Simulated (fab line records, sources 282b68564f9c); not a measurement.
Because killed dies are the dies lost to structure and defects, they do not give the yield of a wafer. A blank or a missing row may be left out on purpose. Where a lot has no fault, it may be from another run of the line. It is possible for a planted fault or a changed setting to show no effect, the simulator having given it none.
Split-lot study    flow rit cmos    5 lots, 23 wafers read, on a route of 202 steps

== ABOUT THE SPLIT ==
At RIT_ACTIVE_COAT_06 (resist thk 1000 nm), the setting resist thk nm was moved away from the recipe's 1000 nm on 4 of the 23 wafers read, by -4.9% to +1.9%. The other wafers ran this setting at the recipe's value.

== FROM THE SPLIT TO THE READING: what the file shows between them, 5 steps ==
- RIT_ACTIVE_EXPOSE_08: exposes mask M1, target cd 1400 nm (also split here: dose mj)
- RIT_ACTIVE_PEB_09
- RIT_ACTIVE_DEVELOP_10: develop time 50 s
- RIT_ACTIVE_CD_MEAS_11: target cd 1400 nm
- RIT_ACTIVE_HARDBAKE_12: time 60 s

== THE READING ==
NOVOLAK_of_ACTIVE_COAT_06.thk nm (the simulator's own value, which no gauge read), in nm, at RIT_ACTIVE_ETCH_13 (etches Si3N4 in SF6, stops on SiO2, time 210 s, target depth 210 nm). There is no usual value for it anywhere in the file. Across the 19 wafers here that went through the recipe, the average is 659.4 nm and the standard deviation 4.1 nm.

wafer   tool, chamber at the split  resist thk nm as run, nm  against the recipe  NOVOLAK_of_ACTIVE_COAT_06.thk nm, nm  against lot-mates on the recipe
L077.1  litho track-01, 0           1000                      recipe              656.1                                 -
L077.2  litho track-01, 0           1019                      +1.9%               676.1                                 +18.5
L077.3  litho track-01, 0           1000                      recipe              659.5                                 -
L077.4  litho track-01, 0           1019                      +1.9%               672.5                                 +14.9
L077.6  litho track-01, 0           1000                      recipe              657.2                                 -
L078.1  litho track-03, 0           1000                      recipe              667                                   -
L078.3  litho track-03, 0           1000                      recipe              658.7                                 -
L078.5  litho track-03, 0           1000                      recipe              652                                   -
L079.2  litho track-03, 0           1000                      recipe              655.9                                 -
L079.3  litho track-03, 0           1000                      recipe              661.9                                 -
L079.4  litho track-03, 0           1000                      recipe              663.9                                 -
L079.5  litho track-03, 0           1000                      recipe              662.7                                 -
L079.6  litho track-03, 0           1000                      recipe              654.8                                 -
L081.1  litho track-01, 0           1000                      recipe              660.6                                 -
L081.2  litho track-01, 0           1000                      recipe              652.7                                 -
L081.4  litho track-01, 0           1000                      recipe              659.3                                 -
L081.5  litho track-01, 0           1000                      recipe              657.5                                 -
L081.6  litho track-01, 0           1000                      recipe              663.3                                 -
L084.1  litho track-03, 0           1000                      recipe              660.1                                 -
L084.2  litho track-03, 0           950.7                     -4.9%               612.3                                 -49.3
L084.3  litho track-03, 0           1000                      recipe              666.4                                 -
L084.4  litho track-03, 0           950.7                     -4.9%               612.8                                 -48.8
L084.5  litho track-03, 0           1000                      recipe              658.2                                 -

FIT RESULTS
A straight line over all 23 wafers: NOVOLAK_of_ACTIVE_COAT_06.thk nm changes by +9.25 nm for each +1% of resist thk nm; r = +0.97; the points scatter about the line by 4 nm.
The same after taking each lot's own level away (the mean of its wafers on the recipe; 23 wafers): +9.77 nm for each +1%; r = +0.97; scatter 3.8 nm.
That fit puts the effect of the largest move of resist thk nm on the reading at 48 nm.
The lots' own levels span 657.60 to 661.57 nm, that is 1.0 times the standard deviation above.
The two slopes are in agreement: the lot-to-lot level therefore moves the slope only a little.
Check: for one of the wafers moved furthest among these (-4.9%), held out of the fit, the line's prediction against its lot-mates is -47.7 nm. Against them it came out at -49.3 nm.

== OTHER SPLITS APPLIED TO THESE WAFERS ==
Note: prior to the reading, these wafers also went through further splits. Each is held against what the fit with the lots' levels taken away leaves over:
other split on the same wafers  wafers away from the commonest value  r with NOVOLAK_of_ACTIVE_COAT_06.thk nm (lot level and that fit taken away)
RIT_ACTIVE_EXPOSE_08 dose mj    8                                     +0.00

== THE WHOLE CHAIN: every reading that the file lists as answering this split, in the file's order ==
step                    what it does                                                         reading                                                                            change (the file's fit)                                                                r (the file's)
RIT_ACTIVE_COAT_06      resist thk 1000 nm                                                   NOVOLAK_of_ACTIVE_COAT_06.thk nm (the simulator's own value, which no gauge read)  +10.4 nm for each +1% of the setting                                                   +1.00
RIT_ACTIVE_HARDBAKE_12  time 60 s                                                            NOVOLAK_of_ACTIVE_COAT_06.thk nm (the simulator's own value, which no gauge read)  +9.14 nm for each +1% of the setting                                                   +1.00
RIT_ACTIVE_ETCH_13      etches Si3N4 in SF6, stops on SiO2, time 210 s, target depth 210 nm  NOVOLAK_of_ACTIVE_COAT_06.thk nm (the simulator's own value, which no gauge read)  +9.79 nm for each +1% of the setting                                                   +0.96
RIT_ACTIVE_CD_MEAS_11   target cd 1400 nm                                                    cd nm                                                                              +1.28 nm for each +1% of the setting, in a fit together with dose mj@ACTIVE_EXPOSE_08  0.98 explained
RIT_ACTIVE_ETCH_13      etches Si3N4 in SF6, stops on SiO2, time 210 s, target depth 210 nm  ACTIVE.cd nm (the simulator's own value, which no gauge read)                      +1.28 nm for each +1% of the setting, in a fit together with dose mj@ACTIVE_EXPOSE_08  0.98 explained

== FILE'S OWN FIT ==
NOVOLAK_of_ACTIVE_COAT_06.thk nm changes by +9.79 nm for each +1% of resist thk nm, r = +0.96.
